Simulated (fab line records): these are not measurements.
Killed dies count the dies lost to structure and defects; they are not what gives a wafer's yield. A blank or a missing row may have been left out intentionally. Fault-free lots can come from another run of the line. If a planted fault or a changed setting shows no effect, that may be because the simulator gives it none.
Which tool did it? / flow berkeleyCmos170 / 14 lots, 42 wafers sampled, at 5 steps of a route of 331

WHAT THE GAUGES READ, wafer by wafer
UCB170_NLDD_TW_MEAS_11.
lot=L589; measured=day 6 17:11; on=filmMetro-04; NLDD_TW=2222 2225 2230
lot=L592; measured=day 7 02:32; on=filmMetro-02; NLDD_TW=2235 2241 2232
lot=L590; measured=day 7 03:01; on=filmMetro-03; NLDD_TW=2199 2210 2219
lot=L594; measured=day 7 09:53; on=filmMetro-04; NLDD_TW=2216 2218 2201
lot=L598; measured=day 7 16:35; on=filmMetro-03; NLDD_TW=2210 2218 2203
lot=L596; measured=day 7 17:23; on=filmMetro-02; NLDD_TW=2231 2234 2239
lot=L597; measured=day 7 17:37; on=filmMetro-03; NLDD_TW=2218 2199 2227
lot=L595; measured=day 7 17:44; on=filmMetro-02; NLDD_TW=2239 2230 2231
lot=L600; measured=day 8 17:11; on=filmMetro-02; NLDD_TW=2209 2219 2214
lot=L601; measured=day 8 21:05; on=filmMetro-02; NLDD_TW=2239 2233 2233
lot=L602; measured=day 8 21:40; on=filmMetro-02; NLDD_TW=2222 2231 2216
lot=L603; measured=day 9 17:49; on=filmMetro-02; NLDD_TW=2223 2227 2233
lot=L611; measured=day 11 06:47; on=filmMetro-02; NLDD_TW=2260 2246 2255
lot=L612; measured=day 11 09:55; on=filmMetro-02; NLDD_TW=2245 2256 2248

UCB170_M1_CD_MEAS_90 targets a cd of 700 nm.
lot=L589; measured=day 7 10:58; on=cdSem-01; cdNm (nm)=698.5 700.1 700.1
lot=L592; measured=day 8 00:43; on=cdSem-01; cdNm (nm)=700.5 698.3 696.1
lot=L590; measured=day 8 02:40; on=cdSem-01; cdNm (nm)=699.0 697.6 702.0
lot=L594; measured=day 8 06:46; on=cdSem-02; cdNm (nm)=699.7 701.4 699.8
lot=L598; measured=day 8 14:23; on=cdSem-01; cdNm (nm)=701.6 702.5 703.4
lot=L596; measured=day 8 14:53; on=cdSem-02; cdNm (nm)=702.5 701.0 701.9
lot=L597; measured=day 8 15:36; on=cdSem-02; cdNm (nm)=699.1 699.8 702.2
lot=L595; measured=day 8 13:30; on=cdSem-02; cdNm (nm)=698.9 701.6 700.5
lot=L600; measured=day 9 09:38; on=cdSem-02; cdNm (nm)=701.7 699.8 702.1
lot=L601; measured=day 9 20:10; on=cdSem-02; cdNm (nm)=698.5 699.8 700.0
lot=L602; measured=day 9 21:34; on=cdSem-02; cdNm (nm)=- - -
lot=L603; measured=day 10 13:18; on=cdSem-01; cdNm (nm)=- - -
lot=L611; measured=day 11 23:30; on=cdSem-02; cdNm (nm)=700.6 702.7 700.4
lot=L612; measured=day 12 06:52; on=cdSem-01; cdNm (nm)=705.1 702.1 702.7

WHICH TOOL RAN EACH LOT (tool, then ch and the chambers of the sampled wafers, then the start)
lot=L589; UCB170_NLDD_STRIP_10=plasmaAsher-02 ch 0,1, day 6 17:05; UCB170_M1_METAL_ETCH_12=rieMetal-04 ch 0,1, day 7 10:44; UCB170_M1_STRIP_13=plasmaAsher-04 ch 0,1, day 7 10:52
lot=L592; UCB170_NLDD_STRIP_10=plasmaAsher-03 ch 0,1, day 7 02:26; UCB170_M1_METAL_ETCH_12=rieMetal-02 ch 0,1, day 8 00:29; UCB170_M1_STRIP_13=plasmaAsher-03 ch 0,1, day 8 00:36
lot=L590; UCB170_NLDD_STRIP_10=plasmaAsher-01 ch 0,1, day 7 02:55; UCB170_M1_METAL_ETCH_12=rieMetal-04 ch 0,1, day 8 02:26; UCB170_M1_STRIP_13=plasmaAsher-03 ch 0,1, day 8 02:34
lot=L594; UCB170_NLDD_STRIP_10=plasmaAsher-01 ch 0,1, day 7 09:47; UCB170_M1_METAL_ETCH_12=rieMetal-03 ch 0,1, day 8 06:32; UCB170_M1_STRIP_13=plasmaAsher-03 ch 0,1, day 8 06:40
lot=L598; UCB170_NLDD_STRIP_10=plasmaAsher-01 ch 0,1, day 7 16:29; UCB170_M1_METAL_ETCH_12=rieMetal-02 ch 0,1, day 8 14:08; UCB170_M1_STRIP_13=plasmaAsher-03 ch 0,1, day 8 14:16
lot=L596; UCB170_NLDD_STRIP_10=plasmaAsher-03 ch 0,1, day 7 17:17; UCB170_M1_METAL_ETCH_12=rieMetal-03 ch 1, day 8 14:34; UCB170_M1_STRIP_13=plasmaAsher-02 ch 0,1, day 8 14:43
lot=L597; UCB170_NLDD_STRIP_10=plasmaAsher-02 ch 0,1, day 7 17:31; UCB170_M1_METAL_ETCH_12=rieMetal-02 ch 0,1, day 8 15:22; UCB170_M1_STRIP_13=plasmaAsher-02 ch 0,1, day 8 15:30
lot=L595; UCB170_NLDD_STRIP_10=plasmaAsher-03 ch 0,1, day 7 17:38; UCB170_M1_METAL_ETCH_12=rieMetal-04 ch 0,1, day 8 13:16; UCB170_M1_STRIP_13=plasmaAsher-04 ch 0,1, day 8 13:24
lot=L600; UCB170_NLDD_STRIP_10=plasmaAsher-01 ch 0,1, day 8 17:06; UCB170_M1_METAL_ETCH_12=rieMetal-02 ch 0,1, day 9 09:23; UCB170_M1_STRIP_13=plasmaAsher-02 ch 0,1, day 9 09:31
lot=L601; UCB170_NLDD_STRIP_10=plasmaAsher-02 ch 0,1, day 8 20:59; UCB170_M1_METAL_ETCH_12=rieMetal-04 ch 0,1, day 9 19:56; UCB170_M1_STRIP_13=plasmaAsher-03 ch 0,1, day 9 20:04
lot=L602; UCB170_NLDD_STRIP_10=plasmaAsher-03 ch 0,1, day 8 21:34; UCB170_M1_METAL_ETCH_12=rieMetal-03 ch 0,1, day 9 21:20; UCB170_M1_STRIP_13=plasmaAsher-03 ch 0,1, day 9 21:28
lot=L603; UCB170_NLDD_STRIP_10=plasmaAsher-02 ch 0,1, day 9 17:42; UCB170_M1_METAL_ETCH_12=rieMetal-04 ch 0,1, day 10 13:02; UCB170_M1_STRIP_13=plasmaAsher-02 ch 0,1, day 10 13:10
lot=L611; UCB170_NLDD_STRIP_10=plasmaAsher-03 ch 0,1, day 11 06:41; UCB170_M1_METAL_ETCH_12=rieMetal-04 ch 0,1, day 11 23:16; UCB170_M1_STRIP_13=plasmaAsher-02 ch 0,1, day 11 23:24
lot=L612; UCB170_NLDD_STRIP_10=plasmaAsher-01 ch 0,1, day 11 09:49; UCB170_M1_METAL_ETCH_12=rieMetal-02 ch 0,1, day 12 06:38; UCB170_M1_STRIP_13=plasmaAsher-04 ch 0,1, day 12 06:46
- UCB170_NLDD_STRIP_10: strips in O2.
- UCB170_M1_METAL_ETCH_12: etches Al in Cl2/BCl3, stops on PSG, target depth 780 nm, time 130 s.
- UCB170_M1_STRIP_13: strips in O2.

AS READ BY THE TOOLS THEMSELVES (means over the sampled wafers that have a number; for cases with no such wafer, the mark the record gives instead)
UCB170_NLDD_STRIP_10.
lot=L589; tool=plasmaAsher-02; drypumpMotorCurrentA (A)=5.56; oesProductAu (a.u.)=0.735; stripTimeToEndpointS (s)=21.67
lot=L592; tool=plasmaAsher-03; drypumpMotorCurrentA (A)=6.03; oesProductAu (a.u.)=0.733; stripTimeToEndpointS (s)=21.58
lot=L590; tool=plasmaAsher-01; drypumpMotorCurrentA (A)=5.47; oesProductAu (a.u.)=0.738; stripTimeToEndpointS (s)=21.60
lot=L594; tool=plasmaAsher-01; drypumpMotorCurrentA (A)=5.45; oesProductAu (a.u.)=0.738; stripTimeToEndpointS (s)=21.68
lot=L598; tool=plasmaAsher-01; drypumpMotorCurrentA (A)=5.47; oesProductAu (a.u.)=0.733; stripTimeToEndpointS (s)=21.58
lot=L596; tool=plasmaAsher-03; drypumpMotorCurrentA (A)=5.86; oesProductAu (a.u.)=0.735; stripTimeToEndpointS (s)=21.67
lot=L597; tool=plasmaAsher-02; drypumpMotorCurrentA (A)=5.56; oesProductAu (a.u.)=0.737; stripTimeToEndpointS (s)=21.60
lot=L595; tool=plasmaAsher-03; drypumpMotorCurrentA (A)=6.03; oesProductAu (a.u.)=0.736; stripTimeToEndpointS (s)=21.68
lot=L600; tool=plasmaAsher-01; drypumpMotorCurrentA (A)=5.45; oesProductAu (a.u.)=0.737; stripTimeToEndpointS (s)=21.60
lot=L601; tool=plasmaAsher-02; drypumpMotorCurrentA (A)=5.57; oesProductAu (a.u.)=0.733; stripTimeToEndpointS (s)=21.67
lot=L602; tool=plasmaAsher-03; drypumpMotorCurrentA (A)=6.04; oesProductAu (a.u.)=0.735; stripTimeToEndpointS (s)=21.68
lot=L603; tool=plasmaAsher-02; drypumpMotorCurrentA (A)=5.55; oesProductAu (a.u.)=0.739; stripTimeToEndpointS (s)=21.62
lot=L611; tool=plasmaAsher-03; drypumpMotorCurrentA (A)=6.04; oesProductAu (a.u.)=0.734; stripTimeToEndpointS (s)=21.67
lot=L612; tool=plasmaAsher-01; drypumpMotorCurrentA (A)=5.45; oesProductAu (a.u.)=0.731; stripTimeToEndpointS (s)=21.56

UCB170_M1_METAL_ETCH_12.
lot=L589; tool=rieMetal-04; bcl3FlowSccm (sccm)=44.86; biasW (W)=119.7; drypumpMotorCurrentA (A)=5.3; oesProductAu (a.u.)=0.850; throttleValvePct (%)=24.19
lot=L592; tool=rieMetal-02; bcl3FlowSccm (sccm)=45.05; biasW (W)=120.1; drypumpMotorCurrentA (A)=5.9; oesProductAu (a.u.)=0.852; throttleValvePct (%)=24.09
lot=L590; tool=rieMetal-04; bcl3FlowSccm (sccm)=45.01; biasW (W)=119.6; drypumpMotorCurrentA (A)=5.3; oesProductAu (a.u.)=0.856; throttleValvePct (%)=24.18
lot=L594; tool=rieMetal-03; bcl3FlowSccm (sccm)=44.98; biasW (W)=119.2; drypumpMotorCurrentA (A)=5.3; oesProductAu (a.u.)=0.850; throttleValvePct (%)=24.22
lot=L598; tool=rieMetal-02; bcl3FlowSccm (sccm)=45.00; biasW (W)=120.1; drypumpMotorCurrentA (A)=5.9; oesProductAu (a.u.)=0.854; throttleValvePct (%)=24.09
lot=L596; tool=rieMetal-03; bcl3FlowSccm (sccm)=45.24; biasW (W)=120.1; drypumpMotorCurrentA (A)=5.6; oesProductAu (a.u.)=0.861; throttleValvePct (%)=24.50
lot=L597; tool=rieMetal-02; bcl3FlowSccm (sccm)=45.01; biasW (W)=120.1; drypumpMotorCurrentA (A)=5.9; oesProductAu (a.u.)=0.856; throttleValvePct (%)=24.10
lot=L595; tool=rieMetal-04; bcl3FlowSccm (sccm)=44.74; biasW (W)=119.6; drypumpMotorCurrentA (A)=5.5; oesProductAu (a.u.)=0.857; throttleValvePct (%)=24.35
lot=L600; tool=rieMetal-02; bcl3FlowSccm (sccm)=44.96; biasW (W)=120.1; drypumpMotorCurrentA (A)=5.9; oesProductAu (a.u.)=0.861; throttleValvePct (%)=24.10
lot=L601; tool=rieMetal-04; bcl3FlowSccm (sccm)=44.92; biasW (W)=120.3; drypumpMotorCurrentA (A)=5.3; oesProductAu (a.u.)=0.863; throttleValvePct (%)=24.18
lot=L602; tool=rieMetal-03; bcl3FlowSccm (sccm)=-; biasW (W)=-; drypumpMotorCurrentA (A)=-; oesProductAu (a.u.)=-; throttleValvePct (%)=-
lot=L603; tool=rieMetal-04; bcl3FlowSccm (sccm)=-; biasW (W)=-; drypumpMotorCurrentA (A)=-; oesProductAu (a.u.)=-; throttleValvePct (%)=-
lot=L611; tool=rieMetal-04; bcl3FlowSccm (sccm)=45.17; biasW (W)=120.2; drypumpMotorCurrentA (A)=5.5; oesProductAu (a.u.)=0.857; throttleValvePct (%)=24.36
lot=L612; tool=rieMetal-02; bcl3FlowSccm (sccm)=44.96; biasW (W)=120.3; drypumpMotorCurrentA (A)=5.4; oesProductAu (a.u.)=0.856; throttleValvePct (%)=24.11

UCB170_M1_STRIP_13.
lot=L589; tool=plasmaAsher-04; drypumpMotorCurrentA (A)=5.50; oesProductAu (a.u.)=0.721
lot=L592; tool=plasmaAsher-03; drypumpMotorCurrentA (A)=5.86; oesProductAu (a.u.)=0.719
lot=L590; tool=plasmaAsher-03; drypumpMotorCurrentA (A)=5.86; oesProductAu (a.u.)=0.718
lot=L594; tool=plasmaAsher-03; drypumpMotorCurrentA (A)=6.04; oesProductAu (a.u.)=0.722
lot=L598; tool=plasmaAsher-03; drypumpMotorCurrentA (A)=5.85; oesProductAu (a.u.)=0.718
lot=L596; tool=plasmaAsher-02; drypumpMotorCurrentA (A)=5.51; oesProductAu (a.u.)=0.719
lot=L597; tool=plasmaAsher-02; drypumpMotorCurrentA (A)=5.52; oesProductAu (a.u.)=0.723
lot=L595; tool=plasmaAsher-04; drypumpMotorCurrentA (A)=5.43; oesProductAu (a.u.)=0.721
lot=L600; tool=plasmaAsher-02; drypumpMotorCurrentA (A)=5.50; oesProductAu (a.u.)=0.717
lot=L601; tool=plasmaAsher-03; drypumpMotorCurrentA (A)=6.04; oesProductAu (a.u.)=0.717
lot=L602; tool=plasmaAsher-03; drypumpMotorCurrentA (A)=5.87; oesProductAu (a.u.)=0.727
lot=L603; tool=plasmaAsher-02; drypumpMotorCurrentA (A)=5.52; oesProductAu (a.u.)=0.725
lot=L611; tool=plasmaAsher-02; drypumpMotorCurrentA (A)=5.57; oesProductAu (a.u.)=0.722
lot=L612; tool=plasmaAsher-04; drypumpMotorCurrentA (A)=5.44; oesProductAu (a.u.)=0.726

THE ANSWER, worked out from the rows above alone
Rule: the usual values come from the lots themselves. Put in order of their means at a reading, lots are off if they are a third of the lots or fewer, leave a main group of 4 or more, and stand apart from it by a gap of 3 or more times the standard deviation of the main group's means; of several such gaps the widest counts. The tables above print the reading to a certain number of digits; a main group whose means all agree to those digits is not used. A lot without any number at a reading at which 4 lots or more have one is off too. Where the step has rows for the other lots, those lots are counted as sound. First the gauges in route order, then the tools' own readings, where a lot's mean is used as printed above. At the first step where some lot is off, the reading lying furthest off is the one used; lots without a number count as furthest.
Off, at UCB170_M1_CD_MEAS_90 on cdNm: L602, L603. Without a number there: L602, L603. Main group: mean 700.7 nm, sd 1.4.
If a tool, at a process step before that reading, ran all the lots that are off and no sound lot after the first of them, it fits. The gauges at UCB170_M1_CD_MEAS_90 aren't tried: what is off there is off at UCB170_M1_METAL_ETCH_12 too, on other tools, and a gauge's error can't cause that. Of those tried, none fits.

WHAT THE SIMULATOR PUT IN
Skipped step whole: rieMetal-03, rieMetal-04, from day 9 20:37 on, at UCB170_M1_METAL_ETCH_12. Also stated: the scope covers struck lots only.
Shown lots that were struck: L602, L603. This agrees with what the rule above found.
